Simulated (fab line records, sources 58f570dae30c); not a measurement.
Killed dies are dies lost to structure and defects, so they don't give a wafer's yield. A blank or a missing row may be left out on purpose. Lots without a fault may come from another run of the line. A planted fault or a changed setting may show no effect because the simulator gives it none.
A struck lot beside a sound one | flow berkeley_cmos170 | 32 steps out of a route of 331
Sound: wafers L812.1, L812.3, L812.6. Struck: wafers L828.1, L828.2, L828.3. The cause comes at the end.
At each step with rows: each side's tool, then ch and its chambers, then its first start. Under that, the readings that differ: sound wafers | struck wafers | difference of the means | sigmas: that difference in standard deviations of wafers without a fault.
alike: readings whose means differ by less than 2 such deviations, and words and numbers that are the same on both sides. not compared: withheld readings, readings that some wafer has no value for, bounds like >300 that may hide the same value, and numbers for which the record gives no deviation and whose values overlap.
The two part at a step that has a row with sigmas, a row that says differs or no value, or rows on one side only. Numbers that don't overlap but have no deviation are shown without sigmas and don't part them. A reading that every wafer of one side lacks parts them only if that side has two wafers or more.

first, 6 steps without rows for these wafers: UCB170_V1_HMDS_06 (prime time 60 s); UCB170_V1_COAT_07 (resist thk 900 nm); UCB170_V1_SOFTBAKE_08 (time 60 s); UCB170_V1_EXPOSE_09 (exposes mask VIA1, target cd 700 nm); UCB170_V1_PEB_10; UCB170_V1_DEVELOP_11 (develop time 45 s).
UCB170_V1_CD_MEAS_12: target cd 700 nm.
  sound on cd_sem-02, day 7 23:04; struck on cd_sem-01, day 11 08:40
  alike: cd_nm
UCB170_V1_OVL_MEAS_13:
  sound on overlay-01, day 7 23:11; struck on overlay-01, day 11 08:47
  alike: V1_OVL
UCB170_V1_ETCH_14: etches SiO2 in CHF3/CF4/Ar, stops on Al, target depth 1250 nm, time 291 s.
  sound on rie_diel-04 ch 0,1,3, day 7 23:13; struck on rie_diel-02 ch 0,1,3, day 11 08:50
  alike: drypump_motor_current_A, oes_product_au, throttle_valve_pct
  not compared: rf_hours_counter_h
UCB170_V1_STRIP_15: strips in O2.
  sound on plasma_asher-03 ch 0,1, day 7 23:24; struck on plasma_asher-04 ch 0,1, day 11 09:01
  alike: drypump_motor_current_A, oes_product_au, strip_time_to_endpoint_s
  not compared: rf_hours_counter_h
UCB170_V1_CD_MEAS_90: target cd 700 nm.
  sound on cd_sem-01, day 7 23:30; struck on cd_sem-01, day 11 09:07
  alike: cd_nm
then, 1 step without rows for these wafers: UCB170_M2_PRE_CLEAN_00 (preclean etch time 60 s).
UCB170_M2_SPUTTER_01: material Al, target thk 900 nm, time 120 s.
  sound on pvd_sputter-02, day 7 23:41; struck on pvd_sputter-02, day 11 09:17
  alike: chamber_pressure_pa, throttle_valve_pct
UCB170_M2_RS_MEAS_02: measures by four-point-probe.
  sound on film_metro-04, day 7 23:46; struck on film_metro-01, day 11 09:23
  reading           | sound                | struck               | difference | sigmas
  M2_AL_RS (ohm/sq) | 0.0317 0.0319 0.0318 | 0.0360 0.0361 0.0363 | +0.0043    | +14
UCB170_M2_THK_MEAS_03: measures by xrf.
  sound on film_metro-04, day 7 23:53; struck on film_metro-01, day 11 09:30
  reading        | sound       | struck      | difference | sigmas
  M2_AL_THK (nm) | 917 914 910 | 829 824 818 | -90        | -10
then, 3 steps without rows for these wafers: UCB170_M2_HMDS_04 (prime time 60 s); UCB170_M2_COAT_05 (resist thk 900 nm); UCB170_M2_SOFTBAKE_06 (time 60 s).
UCB170_M2_STRIP_07: strips in O2.
  sound on plasma_asher-01 ch 1, day 8 00:41; struck on plasma_asher-03 ch 0,1, day 11 10:25
  alike: drypump_motor_current_A, oes_product_au, strip_time_to_endpoint_s
  not compared: rf_hours_counter_h
then, 7 steps without rows for these wafers: UCB170_M2_STRIP_08 (strips KrF in DMSO, time 600 s); UCB170_M2_COAT_09; UCB170_M2_COAT_10 (resist thk 900 nm); UCB170_M2_SOFTBAKE_11 (time 58.46 s); UCB170_M2_EXPOSE_12 (exposes mask METAL2, target cd 700 nm); UCB170_M2_PEB_13; UCB170_M2_DEVELOP_14 (develop time 44.01 s).
UCB170_M2_CD_MEAS_15: target cd 700 nm.
  sound on cd_sem-02, day 8 02:21; struck on cd_sem-02, day 11 12:56
  alike: cd_nm
UCB170_M2_OVL_MEAS_16:
  sound on overlay-01, day 8 02:28; struck on overlay-02, day 11 13:04
  alike: M2_OVL
UCB170_M2_ETCH_17: etches BARC in N2/H2.
  sound on rie_diel-01 ch 0,3, day 8 02:31; struck on rie_diel-01 ch 0,2,3, day 11 13:06
  alike: drypump_motor_current_A, oes_product_au, throttle_valve_pct
UCB170_M2_METAL_ETCH_18: etches Al in Cl2/BCl3, stops on SiO2, target depth 1170 nm, time 195 s.
  sound on rie_metal-01 ch 0,1, day 8 02:34; struck on rie_metal-04 ch 0,1, day 11 13:08
  reading               | sound             | struck            | difference | sigmas
  oes_product_au (a.u.) | 0.861 0.852 0.862 | 0.797 0.835 0.781 | -0.054     | -3
  alike: drypump_motor_current_A, throttle_valve_pct
  not compared: rf_hours_counter_h
UCB170_M2_STRIP_19: strips in O2.
  sound on plasma_asher-03 ch 0,1, day 8 02:46; struck on plasma_asher-03 ch 0,1, day 11 13:20
  alike: drypump_motor_current_A, oes_product_au
  not compared: rf_hours_counter_h
UCB170_M3_PROBE_99:
  the record has rows for the sound wafers here (prober-01, day 8 09:20) and none for the struck ones

WHERE THEY PART
First at UCB170_M2_RS_MEAS_02; last, within this record, at UCB170_M3_PROBE_99.

WHY: what the simulator had put in
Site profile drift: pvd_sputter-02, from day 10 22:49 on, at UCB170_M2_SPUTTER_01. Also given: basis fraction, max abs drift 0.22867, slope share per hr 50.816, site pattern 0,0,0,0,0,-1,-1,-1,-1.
